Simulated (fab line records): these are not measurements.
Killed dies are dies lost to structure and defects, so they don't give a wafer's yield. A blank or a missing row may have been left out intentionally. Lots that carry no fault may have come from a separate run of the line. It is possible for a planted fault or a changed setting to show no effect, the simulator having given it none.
fab line records	flow berkeleyCmos170	part 2 of 2: steps 27 to 38 of 38
record lots=5	wafers=15	lastDay=10
route steps=331 shown SILICIDE@210 CONTACT@216 M1@238
lots with no fault: from the same line, run without faults
startH: start of the lot's first displayed wafer, in hours after the record's first day	waitH: time in hours since the lot's previous step	" identical to the entry in the row above	L1.1+2: one row covering several wafers at once	- no value present, or no start provided	* or withheld: withheld	< > ~ a bound
route shown NAME@n: names a module that has steps shown in the file, with the first one's number in the route	usual: mean/standard deviation of fault-free wafers	same: alike in all rows	chamber/n: place in a boat	sites: readings site by site	_std_site: the standard deviation of these	_edge_site: mean of outer sites minus mean of inner sites	radiusMm: for every site, how far away it sits from the centre of the wafer	mask NAME#n: copy n	behind: the most recent tool/chamber to have shaped the wafer	hold: why the lot was held/for how many hours/how that ended	device: the transistor (n, p or np) that didn't switch	end of line: the route-end tests of the same wafers	a step without rows: its recipe alone	killed: at the first sort, the dies lost to defects and structure; wafer yield is something else	map: the dies of a wafer, with x for killed, . for not killed, _ for no die there
set.NAME: the setting the step ran with; set.NAME@STEP: the setting that earlier step ran with	model.NAME: the simulator's own value behind a step, which no gauge read
lots seen at some steps along the route; tables by step, rows by wafer
services: the hour from which a tool's chamber was out of use, counted from the record's first day as startH (under 0 if before that day), plus the number of hours and why
## steps
# step UCB170_CONTACT_CD_MEAS_90
# recipe targetCdNm=700
# usual cdNm=700.5/1.8
lot.wafer	tool	chamber	startH	waitH	cdNm
L075.3	cdSem-02	-	148.13	0.1	700.7
L075.4	"	-	"	"	700.0
L075.5	"	-	"	"	700.9
L076.1	cdSem-01	-	148.98	0.1	698.4
L076.4	"	-	"	"	699.1
L076.6	"	-	"	"	700.7
L078.2	cdSem-02	-	162.11	0.1	698.8
L078.3	"	-	"	"	699.4
L078.4	"	-	"	"	699.7
L089.2	cdSem-02	-	219.39	0.1	699.1
L089.3	"	-	"	"	699.2
L089.5	"	-	"	"	700.2
L087.1	cdSem-01	-	219.70	0.1	699.0
L087.5	"	-	"	"	700.3
L087.6	"	-	"	"	699.6
# step UCB170_CONTACT_CLEAN_20
# recipe chemistry=SPM	tempC=120	timeS=600
# usual bathHeatDutyPct=13.5/1.1
lot.wafer	tool	chamber	startH	waitH	bathHeatDutyPct
L075.3	wetBench-04	0	148.21	0.1	12.5
L075.4	"	0	"	"	12.3
L075.5	"	0	"	"	13.8
L076.1	wetBench-01	1	149.10	0.1	13.1
L076.4	"	1	"	"	15.1
L076.6	"	1	"	"	13.8
L078.2	wetBench-02	0	162.28	0.1	12.7
L078.3	"	0	"	"	13.2
L078.4	"	0	"	"	11.0
L089.2	wetBench-02	0	219.49	0.1	12.3
L089.3	"	0	"	"	12.1
L089.5	"	0	"	"	13.8
L087.1	wetBench-02	3	219.84	0.1	13.4
L087.5	"	3	"	"	13.9
L087.6	"	3	"	"	13.5
# step UCB170_M1_SPUTTER_00
# recipe material=Al	targetThkNm=600	timeS=80	powerW=5767	chamberPressurePa=0.5
# usual throttleValvePct=30.9/1
lot.wafer	tool	chamber	startH	waitH	throttleValvePct
L075.3	pvdSputter-01	-	148.38	0.0	31.3
L075.4	"	-	"	"	31.0
L075.5	"	-	"	"	32.8
L076.1	pvdSputter-02	-	149.29	0.0	28.8
L076.4	"	-	"	"	30.2
L076.6	"	-	"	"	30.1
L078.2	pvdSputter-01	-	162.46	0.0	31.0
L078.3	"	-	"	"	30.7
L078.4	"	-	"	"	32.7
L089.2	pvdSputter-02	-	219.66	0.0	28.9
L089.3	"	-	"	"	28.7
L089.5	"	-	"	"	30.1
L087.1	pvdSputter-01	-	220.01	0.0	31.4
L087.5	"	-	"	"	30.7
L087.6	"	-	"	"	32.9
# step UCB170_M1_RS_MEAS_01
# recipe thkMeasGauge=four-point-probe	reads=Al_of_M1_SPUTTER_00
# usual M1_AL_RS=0.0506/0.0006
lot.wafer	tool	chamber	startH	waitH	M1_AL_RS[ohm/sq]
L075.3	filmMetro-03	-	148.49	0.1	0.0513
L075.4	"	-	"	"	0.0513
L075.5	"	-	"	"	0.0510
L076.1	filmMetro-04	-	149.35	0.0	0.0509
L076.4	"	-	"	"	0.0506
L076.6	"	-	"	"	0.0511
L078.2	filmMetro-01	-	162.54	0.1	0.0518
L078.3	"	-	"	"	0.0511
L078.4	"	-	"	"	0.0511
L089.2	filmMetro-04	-	219.75	0.1	0.0503
L089.3	"	-	"	"	0.0509
L089.5	"	-	"	"	0.0503
L087.1	filmMetro-01	-	220.12	0.1	0.0509
L087.5	"	-	"	"	0.0507
L087.6	"	-	"	"	0.0504
# step UCB170_M1_THK_MEAS_02
# recipe thkMeasGauge=xrf	reads=Al_of_M1_SPUTTER_00
# usual M1_AL_THK=566/7.2
lot.wafer	tool	chamber	startH	waitH	M1_AL_THK[nm]
L075.3	filmMetro-03	-	148.59	0.1	560
L075.4	"	-	"	"	558
L075.5	"	-	"	"	565
L076.1	filmMetro-04	-	149.47	0.1	564
L076.4	"	-	"	"	565
L076.6	"	-	"	"	561
L078.2	filmMetro-01	-	162.65	0.1	550
L078.3	"	-	"	"	554
L078.4	"	-	"	"	558
L089.2	filmMetro-04	-	219.86	0.1	571
L089.3	"	-	"	"	562
L089.5	"	-	"	"	569
L087.1	filmMetro-01	-	220.24	0.1	561
L087.5	"	-	"	"	559
L087.6	"	-	"	"	572
# step UCB170_M1_COAT_03
# recipe resist=BARC	tempC=withheld	timeS=withheld	spinRpm=3000	resistThkNm=withheld
# usual spinSpeedRpm=3000.2/1.9
lot.wafer	tool	chamber	startH	waitH	spinSpeedRpm
L075.3	lithoTrack-04	0	148.68	0.1	3000.5
L075.4	"	0	"	"	3001.0
L075.5	"	0	"	"	3000.1
L076.1	lithoTrack-03	0	149.53	0.1	3000.7
L076.4	"	0	"	"	2998.3
L076.6	"	0	"	"	3002.0
L078.2	lithoTrack-03	0	162.76	0.1	3002.0
L078.3	"	0	"	"	2999.8
L078.4	"	0	"	"	2999.6
L089.2	lithoTrack-03	0	219.93	0.1	2999.8
L089.3	"	0	"	"	2999.1
L089.5	"	0	"	"	3000.9
L087.1	lithoTrack-03	0	220.63	0.4	2997.1
L087.5	"	0	"	"	3000.1
L087.6	"	0	"	"	2999.8
# step UCB170_M1_COAT_04
# recipe resist=KrF	spinRpm=1500	resistThkNm=900
# usual spinSpeedRpm=1500.2/0.91
lot.wafer	tool	chamber	startH	waitH	spinSpeedRpm
L075.3	lithoTrack-04	0	-	-	1499.2
L075.4	"	0	"	"	1499.5
L075.5	"	0	"	"	1499.6
L076.1	lithoTrack-03	0	-	-	1501.1
L076.4	"	0	"	"	1503.0
L076.6	"	0	"	"	1499.9
L078.2	lithoTrack-03	0	-	-	1500.5
L078.3	"	0	"	"	1500.3
L078.4	"	0	"	"	1499.2
L089.2	lithoTrack-03	0	-	-	1501.1
L089.3	"	0	"	"	1501.4
L089.5	"	0	"	"	1499.5
L087.1	lithoTrack-03	0	-	-	1501.9
L087.5	"	0	"	"	1500.2
L087.6	"	0	"	"	1499.4
# step UCB170_M1_SOFTBAKE_05
# recipe resist=KrF	tempC=130	timeS=60
lot.wafer	tool	chamber	startH	waitH
L075.3+4+5	lithoTrack-04	0	-	-
L076.1+4+6	lithoTrack-03	0	-	-
L078.2+3+4	lithoTrack-03	0	-	-
L089.2+3+5	lithoTrack-03	0	-	-
L087.1+5+6	lithoTrack-03	0	-	-
# step UCB170_M1_EXPOSE_06
# recipe maskId=METAL1	targetCdNm=700	na=0.5	sigmaOuter=0.6	sourceShape=conventional	doseMj=21
# usual stageVelMmS=500.01/0.26
lot.wafer	tool	chamber	startH	waitH	mask	stageVelMmS
L075.3	krfScanner-02	0	149.24	-	METAL1#0	500.46
L075.4	"	0	"	"	METAL1#0	500.34
L075.5	"	0	"	"	METAL1#0	499.81
L076.1	krfScanner-02	0	149.98	-	METAL1#0	500.08
L076.4	"	0	"	"	METAL1#0	500.36
L076.6	"	0	"	"	METAL1#0	499.56
L078.2	krfScanner-01	0	163.20	-	METAL1#0	500.01
L078.3	"	0	"	"	METAL1#0	500.07
L078.4	"	0	"	"	METAL1#0	499.97
L089.2	krfScanner-02	0	220.50	-	METAL1#0	499.78
L089.3	"	0	"	"	METAL1#0	500.50
L089.5	"	0	"	"	METAL1#0	500.31
L087.1	krfScanner-02	0	221.21	-	METAL1#0	500.70
L087.5	"	0	"	"	METAL1#0	499.89
L087.6	"	0	"	"	METAL1#0	499.93
# step UCB170_M1_PEB_07
# recipe pebTempC=130	pebTimeS=withheld	resist=KrF
lot.wafer	tool	chamber	startH	waitH
L075.3+4+5	lithoTrack-04	0	149.37	0.1
L076.1+4+6	lithoTrack-01	0	150.28	0.3
L078.2+3+4	lithoTrack-01	0	163.87	0.7
L089.2+3+5	lithoTrack-04	0	220.81	0.3
L087.1+5+6	lithoTrack-01	0	221.33	0.1
# step UCB170_M1_DEVELOP_08
# recipe developer=TMAH	developTimeS=45	resist=KrF	devTempC=21
lot.wafer	tool	chamber	startH	waitH
L075.3+4+5	lithoTrack-04	0	-	-
L076.1+4+6	lithoTrack-01	0	-	-
L078.2+3+4	lithoTrack-01	0	-	-
L089.2+3+5	lithoTrack-04	0	-	-
L087.1+5+6	lithoTrack-01	0	-	-
# step UCB170_M1_CD_MEAS_09
# recipe targetCdNm=700
# usual cdNm=700.1/1.2
lot.wafer	tool	chamber	startH	waitH	cdNm
L075.3	cdSem-01	-	149.63	-	699.8
L075.4	"	-	"	"	700.7
L075.5	"	-	"	"	700.8
L076.1	cdSem-02	-	150.55	-	699.3
L076.4	"	-	"	"	701.4
L076.6	"	-	"	"	700.5
L078.2	cdSem-02	-	164.14	-	697.8
L078.3	"	-	"	"	698.9
L078.4	"	-	"	"	698.0
L089.2	cdSem-02	-	221.08	-	699.7
L089.3	"	-	"	"	698.6
L089.5	"	-	"	"	699.5
L087.1	cdSem-01	-	221.60	-	696.9
L087.5	"	-	"	"	698.2
L087.6	"	-	"	"	698.2
## services
tool	chamber	startH	hours	kind
plasmaAsher-01	-	126.05	2.8	pm
krfScanner-01	-	132.95	1.3	pm
rieDiel-01	0	134.72	-	clean
rieDiel-01	0	134.72	16.5	scheduledDown
rieDiel-01	0	134.72	16.5	ventCycle
pvdSputter-04	-	137.23	2.1	repair
krfScanner-01	-	139.23	4.0	pm
plasmaAsher-01	-	141.20	1.2	repair
krfScanner-01	-	149.59	1.0	pm
rieDiel-02	3	165.17	2.5	repair
krfScanner-01	-	174.24	1.3	repair
rieDiel-02	2	188.44	-	clean
rieDiel-02	2	188.44	26.9	scheduledDown
rieDiel-02	2	188.44	26.9	ventCycle
wetBench-01	-	191.91	3.8	repair
krfScanner-02	-	194.49	3.6	pm
rieDiel-02	-	195.16	12.4	repair
pvdSputter-04	-	195.25	1.9	repair
pvdSputter-04	3	204.91	-	consumableReplace:kit
pvdSputter-04	3	204.91	18.0	scheduledDown
pvdSputter-04	3	204.91	18.0	ventCycle
krfScanner-01	-	208.01	4.4	pm
rieDiel-04	0	218.78	1.7	repair
